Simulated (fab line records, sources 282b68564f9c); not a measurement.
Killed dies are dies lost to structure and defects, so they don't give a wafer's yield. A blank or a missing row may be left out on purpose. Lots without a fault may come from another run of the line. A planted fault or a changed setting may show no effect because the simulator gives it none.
Tool commonality check | flow rit_cmos | 15 lots, 45 wafers sampled

WHY IT WAS OPENED
At RIT_REOX_THK_MEAS_04 the reading REOX_OXIDE_THK is flagged on 3 of 15 lots. Wafers without a fault read 24.8 nm, standard deviation 0.59.
Rule: a lot is flagged when every wafer of it that has a number lies more than 4 standard deviations from that mean, or none has a number. The other lots count as sound.

lot  | measured    | on            | REOX_OXIDE_THK (nm), wafer by wafer | flag
L523 | day 3 00:34 | film_metro-03 | 24.3 24.3 24.3                      |
L522 | day 3 00:34 | film_metro-02 | 24.4 24.2 24.8                      |
L524 | day 3 14:11 | film_metro-01 | 24.9 25.2 25.2                      |
L525 | day 3 14:11 | film_metro-03 | 25.0 25.2 24.9                      |
L526 | day 4 00:25 | film_metro-02 | 24.5 24.3 24.3                      |
L527 | day 4 06:02 | film_metro-03 | 24.2 24.0 23.9                      |
L528 | day 4 12:41 | film_metro-02 | 23.6 23.8 23.6                      |
L529 | day 4 14:53 | film_metro-02 | 25.1 25.3 24.8                      |
L530 | day 4 14:53 | film_metro-03 | 24.8 24.7 24.8                      |
L532 | day 5 00:19 | film_metro-01 | 25.1 25.0 25.2                      |
L535 | day 5 14:21 | film_metro-02 | 27.4 27.7 28.2                      | FLAGGED
L537 | day 5 23:53 | film_metro-02 | 27.9 27.3 27.3                      | FLAGGED
L540 | day 6 12:04 | film_metro-01 | 28.0 27.6 27.4                      | FLAGGED
L544 | day 7 15:37 | film_metro-03 | 25.1 24.4 24.7                      |
L545 | day 7 19:29 | film_metro-02 | 25.9 25.3 25.4                      |
The numbers of the flagged lots are 27.6 nm on average: +2.8 nm against the usual, or +5 standard deviations.

WHICH TOOL RAN EACH LOT
The record holds 1 process step before the reading, out of a route of 202 steps. In each cell: the tool, then ch and the chambers that the sampled wafers went through, then the start.
lot  | flag    | RIT_REOX_OXIDATION_03
L523 |         | furnace-01 ch 0, day 2 22:01
L522 |         | furnace-01 ch 0, day 2 22:01
L524 |         | furnace-03 ch 0, day 3 11:38
L525 |         | furnace-03 ch 0, day 3 11:38
L526 |         | furnace-01 ch 0, day 3 21:52
L527 |         | furnace-01 ch 0, day 4 03:29
L528 |         | furnace-01 ch 0, day 4 10:07
L529 |         | furnace-03 ch 0, day 4 12:20
L530 |         | furnace-03 ch 0, day 4 12:20
L532 |         | furnace-04 ch 0, day 4 21:44
L535 | FLAGGED | furnace-03 ch 0, day 5 11:47
L537 | FLAGGED | furnace-03 ch 0, day 5 21:20
L540 | FLAGGED | furnace-03 ch 0, day 6 09:31
L544 |         | furnace-01 ch 0, day 7 13:03
L545 |         | furnace-01 ch 0, day 7 16:55
What these steps do:
- RIT_REOX_OXIDATION_03: target thk 25.2 nm, ox time 5580 s.
- RIT_REOX_THK_MEAS_04

FLAGGED OVER TOTAL, TOOL BY TOOL (the gauges that took the reading come last)
step                  | tool          | lots run | flagged | share of the flagged lots | sound lots run after its first flagged lot
RIT_REOX_OXIDATION_03 | furnace-01    | 7        | 0       | none                      | -
RIT_REOX_OXIDATION_03 | furnace-03    | 7        | 3       | all                       | 0
RIT_REOX_OXIDATION_03 | furnace-04    | 1        | 0       | none                      | -
RIT_REOX_THK_MEAS_04  | film_metro-01 | 3        | 1       | some                      | 0
RIT_REOX_THK_MEAS_04  | film_metro-02 | 7        | 2       | some                      | 1 (L545)
RIT_REOX_THK_MEAS_04  | film_metro-03 | 5        | 0       | none                      | -

WHAT THE TABLE ALLOWS
1 row of the table ran every flagged lot: furnace-03 at RIT_REOX_OXIDATION_03.
- furnace-03 at RIT_REOX_OXIDATION_03: 3 of its 7 lots flagged. Its last sound lot is L529 (day 4 12:20), its first flagged lot L535 (day 5 11:47): a fault that began between those two fits. Its own readings lie more than 4 standard deviations out on every wafer of the flagged lots: spike_tc_centre_C, spike_tc_load_C, spike_tc_source_C.
One tool is left: furnace-03 at RIT_REOX_OXIDATION_03.

WHAT THE SIMULATOR HAD PUT IN
Process parameter drift: furnace-03, from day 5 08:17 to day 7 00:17, at RIT_REOX_OXIDATION_03. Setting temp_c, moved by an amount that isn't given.
Lots struck among those shown: L535, L537, L540. The rule above found the same.
